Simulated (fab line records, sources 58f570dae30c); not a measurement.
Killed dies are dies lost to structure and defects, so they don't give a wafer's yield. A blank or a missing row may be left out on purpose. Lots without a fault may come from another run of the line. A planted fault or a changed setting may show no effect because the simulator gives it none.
fab line records | flow berkeley_cmos170
record lots=6 wafers=18 last_day=12
route steps=331 shown M2@277 V2@292 M3@331
lots that met no fault: from a run of the same line without faults
start_h: hours from the record's first day to the start of the lot's first wafer shown | wait_h: hours since the lot's step before | " the same as in the row above | L1.1+2: a row that stands for several wafers | - no value, or no start given | * or withheld: withheld | < > ~ a bound
route shown NAME@n: a module of which the file shows steps, and the number in the route of the first | usual: mean/standard deviation of fault-free wafers | same: alike in all rows | chamber/n: place in a boat | sites: the reading at each site | _std_site: their standard deviation | _edge_site: outer sites' mean less inner sites' | radius_mm: how far each site lies from the wafer's centre | mask NAME#n: copy n | behind: the tool/chamber that last shaped the wafer | hold: why the lot was held/for how many hours/how that ended | device: the transistor (n, p or np) that didn't switch | end of line: the same wafers' tests at the end of the route | a step without rows: its recipe alone | killed: dies lost to structure and defects at the first sort, not the wafer's yield | map: a wafer's dies, x killed, . not, _ none there
set.NAME: the setting as run; set.NAME@STEP: as run at that earlier step | model.NAME: the simulator's own value behind a step, which no gauge read
lots at some steps of the route; a table a step, a row a wafer
services: from which hour (start_h, from the record's first day; less than 0 if before it) a tool's chamber was out of use, for how many hours, and why
## steps
# step UCB170_M2_SOFTBAKE_06
# recipe resist=KrF temp_c=130 time_s=60
# step UCB170_M2_STRIP_07
# recipe chemistry=O2 power_w=400 pressure_mtorr=3500 platen_temp_c=withheld o2_flow_sccm=400 overash_fraction=0.5
# usual drypump_motor_current_A=5.7/0.43 oes_product_au=0.734/0.0043 strip_time_to_endpoint_s=22.02/0.069
# columns lot.wafer tool chamber start_h wait_h drypump_motor_current_A oes_product_au rf_hours_counter_h strip_time_to_endpoint_s
L867.3 plasma_asher-04 1 187.15 0.1 5.6 0.732 - 21.96
L867.4 " 0 " " 6.5 0.735 - 22.00
L867.6 " 1 " " 5.6 0.733 - 21.97
L875.1 plasma_asher-04 0 219.59 0.1 6.5 0.735 12 22.17
L875.3 " 0 " " 6.5 0.739 - 22.17
L875.5 " 1 " " 5.6 0.742 - 22.14
L879.4 plasma_asher-01 0 231.99 0.1 5.2 0.735 - 22.06
L879.5 " 1 " " 5.8 0.733 - 22.04
L879.6 " 0 " " 5.2 0.736 - 22.04
L881.2 plasma_asher-02 0 253.90 0.1 5.4 0.732 50 22.06
L881.3 " 1 " " 5.8 0.732 - 21.98
L881.5 " 1 " " 5.8 0.731 - 21.97
L883.1 plasma_asher-04 1 255.80 0.1 5.6 0.729 16 22.14
L883.5 " 0 " " 6.5 0.739 - 22.03
L883.6 " 1 " " 5.6 0.736 - 21.99
L887.3 plasma_asher-02 0 280.11 0.1 5.4 0.735 - 22.04
L887.4 " 1 " " 5.8 0.733 - 22.08
L887.6 " 1 " " 5.7 0.736 - 22.03
# step UCB170_M2_STRIP_08
# recipe chemistry=DMSO temp_c=80 time_s=600 material=KrF
# step UCB170_M2_COAT_09
# recipe resist=BARC temp_c=withheld time_s=withheld spin_rpm=3000 resist_thk_nm=withheld
# step UCB170_M2_COAT_10
# recipe resist=KrF spin_rpm=1500 resist_thk_nm=900
# step UCB170_M2_SOFTBAKE_11
# recipe resist=KrF temp_c=130 time_s=60
# step UCB170_M2_EXPOSE_12
# recipe mask_id=METAL2 target_cd_nm=700 na=0.5 sigma_outer=0.6 source_shape=conventional dose_mj=26
# step UCB170_M2_PEB_13
# recipe peb_temp_c=130 peb_time_s=withheld resist=KrF
# step UCB170_M2_DEVELOP_14
# recipe developer=TMAH develop_time_s=45 resist=KrF dev_temp_c=21
# step UCB170_M2_CD_MEAS_15
# recipe target_cd_nm=700
# usual cd_nm=700.2/1.6
# columns lot.wafer tool chamber start_h wait_h cd_nm
L867.3 cd_sem-02 - 190.20 - 700.8
L867.4 " - " " 699.4
L867.6 " - " " 700.7
L875.1 cd_sem-02 - 220.70 - 698.5
L875.3 " - " " 697.4
L875.5 " - " " 698.0
L879.4 cd_sem-01 - 234.37 - 702.7
L879.5 " - " " 702.7
L879.6 " - " " 701.5
L881.2 cd_sem-01 - 256.82 - 703.4
L881.3 " - " " 703.6
L881.5 " - " " 703.6
L883.1 cd_sem-01 - 258.17 - 700.4
L883.5 " - " " 700.5
L883.6 " - " " 699.6
L887.3 cd_sem-02 - 281.24 - 696.8
L887.4 " - " " 698.0
L887.6 " - " " 697.5
# step UCB170_M2_OVL_MEAS_16
# usual M2_OVL=1/5.2
# columns lot.wafer tool chamber start_h wait_h M2_OVL[nm]
L867.3 overlay-01 - 190.29 0.1 -1
L867.4 " - " " -11
L867.6 " - " " -2
L875.1 overlay-02 - 220.82 0.1 0
L875.3 " - " " 1
L875.5 " - " " -2
L879.4 overlay-01 - 234.45 0.1 -3
L879.5 " - " " -8
L879.6 " - " " -7
L881.2 overlay-01 - 256.92 0.1 7
L881.3 " - " " 0
L881.5 " - " " -1
L883.1 overlay-01 - 258.29 0.1 -2
L883.5 " - " " -1
L883.6 " - " " 5
L887.3 overlay-02 - 281.33 0.1 1
L887.4 " - " " 3
L887.6 " - " " 2
# step UCB170_M2_ETCH_17
# recipe chemistry=N2/H2 target_depth_a=withheld overetch_a=withheld target=BARC time_s=withheld source_w=500 bias_w=100 pressure_mtorr=30 n2_flow_sccm=100 h2_flow_sccm=200
# usual drypump_motor_current_A=5.7/0.49 oes_product_au=0.999/0.017 throttle_valve_pct=13.30/0.16
# columns lot.wafer tool chamber start_h wait_h drypump_motor_current_A oes_product_au throttle_valve_pct
L867.3 rie_diel-02 3 190.31 0.0 5.7 1.001 13.14
L867.4 " 0 " " 6.3 0.986 13.25
L867.6 " 1 " " 6.7 1.023 13.09
L875.1 rie_diel-02 3 220.86 0.0 5.7 1.001 13.18
L875.3 " 0 " " 6.3 0.985 13.23
L875.5 " 0 " " 6.3 0.988 13.25
L879.4 rie_diel-02 1 234.47 0.0 6.7 1.020 13.09
L879.5 " 2 " " 5.2 0.986 13.37
L879.6 " 3 " " 5.7 1.004 13.15
L881.2 rie_diel-01 1 256.95 0.0 6.2 1.001 13.41
L881.3 " 2 " " 5.5 0.998 13.32
L881.5 " 0 " " 5.0 0.972 13.53
L883.1 rie_diel-02 2 258.32 0.0 5.2 0.980 13.39
L883.5 " 2 " " 5.2 0.986 13.38
L883.6 " 3 " " 5.7 1.007 13.16
L887.3 rie_diel-03 0 281.35 0.0 5.9 0.980 13.09
L887.4 " 2 " " 6.1 0.990 13.10
L887.6 " 3 " " 5.8 1.030 13.44
# step UCB170_M2_METAL_ETCH_18
# recipe chemistry=Cl2/BCl3 target=Al stop_on=SiO2 pressure_mtorr=12 target_depth_a=11700 over_etch_frac=0.3 time_s=195 icp_w=600 bias_w=120 Cl2_flow_sccm=90 bcl3_flow_sccm=45
# usual bcl3_flow_sccm=44.99/0.15 drypump_motor_current_A=5.5/0.61 oes_product_au=0.854/0.013 throttle_valve_pct=24.49/0.12
# same over_etch_frac=0.3
# columns lot.wafer tool chamber start_h wait_h bcl3_flow_sccm drypump_motor_current_A oes_product_au rf_hours_counter_h throttle_valve_pct model.KrF_of_M2_COAT_10.thk_nm model.SiO2_of_V1_CVD_00.thk_nm model.M2.cd_nm
L867.3 rie_metal-03 1 190.48 - 45.40 5.6 0.866 - 24.50 216.8 937.9 700.4
L867.4 " 1 " " 45.31 5.6 0.853 - 24.51 215.5 939 697.5
L867.6 " 1 " " 45.11 5.6 0.855 - 24.50 212.7 937.5 700.1
L875.1 rie_metal-03 0 220.90 - 45.04 4.6 0.843 1 24.37 219.7 939.4 700.5
L875.3 " 1 " " 44.89 5.6 0.857 - 24.53 350.9 948.1 704.9
L875.5 " 0 " " 45.22 4.6 0.835 - 24.39 216.2 937.7 699.3
L879.4 rie_metal-03 0 234.57 - 44.99 4.6 0.836 - 24.37 220.4 939.2 698.7
L879.5 " 0 " " 44.78 4.6 0.842 - 24.38 216.9 940.6 702.8
L879.6 " 1 " " 45.08 5.5 0.845 - 24.51 355.6 950 710
L881.2 rie_metal-02 0 257.00 - 45.07 4.9 0.862 11 24.64 211.6 937.8 705.2
L881.3 " 1 " " 44.81 6.3 0.844 - 24.42 192.8 935.1 706.8
L881.5 " 0 " " 45.28 4.9 0.858 - 24.64 206.6 936.4 704
L883.1 rie_metal-01 1 258.37 - 44.82 6.1 0.882 14 24.67 231.1 941.6 697.6
L883.5 " 0 " " 44.81 5.4 0.848 - 24.32 212.4 938.3 698.7
L883.6 " 1 " " 44.82 6.1 0.878 - 24.66 233.2 941.3 695.9
L887.3 rie_metal-02 1 281.46 - 44.89 6.3 0.847 - 24.43 187.7 937 692.1
L887.4 " 0 " " 45.31 4.9 0.867 - 24.65 217.9 939.5 701.6
L887.6 " 0 " " 45.16 4.9 0.870 - 24.65 216.4 939.4 696
# step UCB170_M2_STRIP_19
# recipe chemistry=O2 power_w=400 pressure_mtorr=3500 platen_temp_c=withheld o2_flow_sccm=400 overash_fraction=0.5
# usual drypump_motor_current_A=5.6/0.38 oes_product_au=0.543/0.013
# columns lot.wafer tool chamber start_h wait_h drypump_motor_current_A oes_product_au rf_hours_counter_h
L867.3 plasma_asher-02 0 190.76 0.2 5.4 0.544 -
L867.4 " 1 " " 5.8 0.553 -
L867.6 " 0 " " 5.4 0.538 -
L875.1 plasma_asher-01 0 221.09 0.1 5.2 0.545 53
L875.3 " 1 " " 5.7 0.689 -
L875.5 " 1 " " 5.7 0.548 -
L879.4 plasma_asher-01 1 234.73 0.1 5.7 0.546 -
L879.5 " 1 " " 5.7 0.541 -
L879.6 " 0 " " 5.2 0.690 -
L881.2 plasma_asher-02 0 257.18 0.1 5.4 0.548 51
L881.3 " 0 " " 5.4 0.521 -
L881.5 " 1 " " 5.8 0.538 -
L883.1 plasma_asher-04 0 258.55 0.1 6.5 0.568 16
L883.5 " 1 " " 5.6 0.544 -
L883.6 " 0 " " 6.5 0.576 -
L887.3 plasma_asher-02 0 281.61 0.1 5.4 0.523 -
L887.4 " 1 " " 5.8 0.553 -
L887.6 " 0 " " 5.4 0.549 -
# step UCB170_M2_CD_MEAS_90
# recipe target_cd_nm=700
# usual cd_nm=699.6/2.6
# columns lot.wafer tool chamber start_h wait_h cd_nm
L867.3 cd_sem-02 - 190.87 0.1 700.5
L867.4 " - " " 697.4
L867.6 " - " " 699.8
L875.1 cd_sem-01 - 221.19 0.1 700.6
L875.3 " - " " 704.7
L875.5 " - " " 699.6
L879.4 cd_sem-02 - 234.86 0.1 698.7
L879.5 " - " " 702.6
L879.6 " - " " 710.0
L881.2 cd_sem-02 - 257.30 0.1 705.4
L881.3 " - " " 706.8
L881.5 " - " " 704.2
L883.1 cd_sem-02 - 258.65 0.1 697.5
L883.5 " - " " 698.7
L883.6 " - " " 695.9
L887.3 cd_sem-01 - 281.72 0.1 692.0
L887.4 " - " " 701.4
L887.6 " - " " 695.8
# step UCB170_V2_CVD_00
# recipe material=SiO2 target_thk_nm=2000 temp_c=390 precursor=TEOS/O2 time_s=250 rf_w=550 pressure_mtorr=9000
# usual heater_power_w=244/86
# columns lot.wafer tool chamber start_h wait_h heater_power_w
L867.3 pecvd-01 1 190.95 0.1 241
L867.4 " 0 " " 191
L867.6 " 1 " " 171
L875.1 pecvd-01 1 221.31 0.1 248
L875.3 " 2 " " 240
L875.5 " 1 " " 168
L879.4 pecvd-01 0 235.00 0.1 273
L879.5 " 2 " " 288
L879.6 " 1 " " 163
L881.2 pecvd-01 0 257.40 0.1 246
L881.3 " 1 " " 225
L881.5 " 1 " " 173
L883.1 pecvd-02 0 258.77 0.1 414
L883.5 " 2 " " 205
L883.6 " 0 " " 349
L887.3 pecvd-01 0 281.80 0.1 242
L887.4 " 0 " " 187
L887.6 " 1 " " 167
# step UCB170_M3_PROBE_99
# columns lot.wafer tool chamber start_h wait_h model.etest.antenna_m2.vt_shift_v
L867.3 prober-01 - 196.77 0.2 -0.01573
L867.4 prober-01 - 196.82 0.2 -0.01296
L867.6 prober-01 - 196.92 0.2 -0.01865
L875.1 prober-01 - 226.89 0.1 -0.01556
L875.3 prober-01 - 226.99 0.2 -0.00924
L875.5 prober-01 - 227.09 0.2 -0.01469
L879.4 prober-02 - 240.98 0.2 -0.01708
L879.5 prober-02 - 241.03 0.2 -0.01507
L879.6 prober-02 - 241.08 0.2 -0.009796
L881.2 prober-02 - 263.25 0.1 -0.01244
L881.3 prober-02 - 263.30 0.2 -0.01447
L881.5 prober-02 - 263.40 0.2 -0.01632
L883.1 prober-01 - 263.91 0.1 -0.01221
L883.5 prober-01 - 264.11 0.2 -0.01397
L883.6 prober-01 - 264.16 0.2 -0.01236
L887.3 prober-01 - 287.38 0.2 -0.01614
L887.4 prober-01 - 287.43 0.2 -0.01414
L887.6 prober-01 - 287.53 0.2 -0.01717
# killed by level:class
L867.3 CONTACT:geometric_particle:open=2 ACTIVE:geometric_particle:open=1 FIELD:geometric_particle:open=1
L867.4 SILICIDE:geometric_particle:short=1 V1:geometric_particle:open=1
L867.6 V2:geometric_particle:open=2 SCREENOX:geometric_particle:short=1 GATE:geometric_particle:short=1 V1:geometric_particle:short=1 V1:geometric_particle:open=1
L881.2 SCREENOX:geometric_particle:short=1 GATE:geometric_particle:short=1 SILICIDE:geometric_particle:open=1
L881.3 GATE:geometric_particle:short=2 SCREENOX:geometric_particle:open=1
L881.5 M3:geometric_particle:short=2 SILICIDE:geometric_particle:short=1 V1:geometric_particle:short=1 M2:geometric_particle:open=1
L883.1 WELLDRIVE:geometric_particle:open=1 GATE:geometric_particle:open=1 GATE:geometric_particle:short=1 SPACER:geometric_particle:open=1 M3:geometric_particle:short=1
L883.5 GATE:geometric_particle:open=1 SILICIDE:geometric_particle:short=1
L887.3 ACTIVE:geometric_particle:open=1 GATE:geometric_particle:short=1
L887.4 GATE:geometric_particle:short=2 SACOX:geometric_particle:open=1 GATE:geometric_particle:open=1
L887.6 GATE:geometric_particle:open=1
## services
# columns tool chamber start_h hours kind
pecvd-02 - 163.21 1.2 repair
pecvd-01 - 164.52 5.5 pm
rie_diel-02 2 169.45 5.6 repair
rie_metal-03 0 170.30 - clean
rie_diel-03 - 176.80 0.1 repair
plasma_asher-02 - 180.96 2.3 repair
rie_diel-02 2 186.24 - clean
rie_diel-02 2 186.24 23.5 scheduled_down
rie_diel-02 2 186.24 23.5 vent_cycle
rie_metal-03 - 188.44 1.8 repair
rie_metal-03 1 191.96 2.5 repair
plasma_asher-02 - 200.59 14.6 pm
rie_diel-02 3 202.29 11.7 repair
pecvd-01 - 211.66 2.8 pm
plasma_asher-02 - 215.19 15.6 pm
rie_metal-01 - 221.36 10.0 pm
rie_metal-02 - 223.43 2.8 pm
plasma_asher-02 - 230.79 2.8 pm
plasma_asher-04 - 231.12 1.9 repair
rie_diel-03 - 232.18 4.0 pm
pecvd-02 2 249.56 4.8 repair
rie_metal-02 - 264.69 6.0 repair
rie_metal-02 1 272.20 4.6 repair
rie_diel-01 - 281.25 0.4 repair
## key
first_sign step=UCB170_M2_STRIP_19 reading=oes_product_au direction=up sigmas=11 usual=0.543 struck=0.689
effect step=UCB170_M2_CD_MEAS_90 reading=cd_nm direction=up sigmas=3 usual=699.6 struck=707.3
model_effect step=UCB170_M2_METAL_ETCH_18 value=KrF_of_M2_COAT_10.thk_nm without=213.6 struck=353.3
model_effect step=UCB170_M3_PROBE_99 value=etest.antenna_m2.vt_shift_v without=-0.01614 struck=-0.009518
met_at UCB170_M2_METAL_ETCH_18
struck_wafers L875.3,L879.6
sort_left_out L875.3,L879.6
onset_between 190.48 220.90
fault kind=process_parameter_drift tool=rie_metal-03 chamber=1 onset_h=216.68 steps=UCB170_M2_METAL_ETCH_18 channel=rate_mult offset=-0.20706 shape=step end_h=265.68
# sort_left_out: the simulated sort isn't trusted on such a fault, so these wafers' sort isn't shown, and their yield isn't known
